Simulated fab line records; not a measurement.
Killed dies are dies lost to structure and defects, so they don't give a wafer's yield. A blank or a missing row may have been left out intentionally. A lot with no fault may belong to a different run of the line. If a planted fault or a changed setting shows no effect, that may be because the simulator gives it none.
Chamber matching + flow rit-cmos + rie-diel-01 running RIT_SPACER_ETCHBACK_05: 4 sister chambers
The step etches Si3N4 in SF6/CHF3, stops on SiO2, target depth 250 nm, time 240 s. 8 wafers are shown with their chamber, then 7 later ones without.

## EACH WAFER AND ITS CHAMBER
| wafer  | chamber | throttle-valve-pct (%) | oes-product-au (a.u.) |
|--------|---------|------------------------|-----------------------|
| L814.1 | 2       | 10.08                  | 0.822                 |
| L814.4 | 1       | 10.55                  | 0.830                 |
| L814.6 | 3       | 10.35                  | 0.824                 |
| L815.3 | 0       | 10.17                  | 0.836                 |
| L815.5 | 0       | 10.15                  | 0.828                 |
| L815.6 | 1       | 10.54                  | 0.834                 |
| L818.2 | 2       | 10.10                  | 0.834                 |
| L818.3 | 3       | 10.37                  | 0.837                 |

## WAFERS WITH NO CHAMBER GIVEN
| wafer  | throttle-valve-pct (%) | oes-product-au (a.u.) |
|--------|------------------------|-----------------------|
| L818.5 | 10.37                  | 0.841                 |
| L819.1 | 10.56                  | 0.831                 |
| L819.2 | 10.37                  | 0.834                 |
| L819.3 | 10.12                  | 0.817                 |
| L821.1 | 10.17                  | 0.821                 |
| L821.2 | 10.36                  | 0.836                 |
| L821.3 | 10.55                  | 0.834                 |

## EACH ONE'S CHAMBER
| wafer  | from the rows above     | in truth |
|--------|-------------------------|----------|
| L818.5 | 3                       | 3        |
| L819.1 | 1                       | 1        |
| L819.2 | 3                       | 3        |
| L819.3 | can't be placed: 2 or 0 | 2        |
| L821.1 | 0                       | 0        |
| L821.2 | 3                       | 3        |
| L821.3 | 1                       | 1        |
6 of 7 placed correctly. Unplaceable from these rows: 1, with the true chamber sitting among the candidates in 1. Wrongly placed: 0.
How it was worked out, from the rows above alone: a wafer's distance from a chamber is the root of the sum, over the readings, of the square of ((its reading less the chamber's mean) divided by the reading's scatter). If the next closest chamber is less than 2 further off than the closest, the wafer can't be placed; otherwise it belongs to the closest. The mean given for a chamber averages the wafers shown for that chamber. The scatter is the square root of a quotient: the sum, over the shown wafers, of each reading's squared deviation from its chamber's mean, divided by wafers minus chambers.
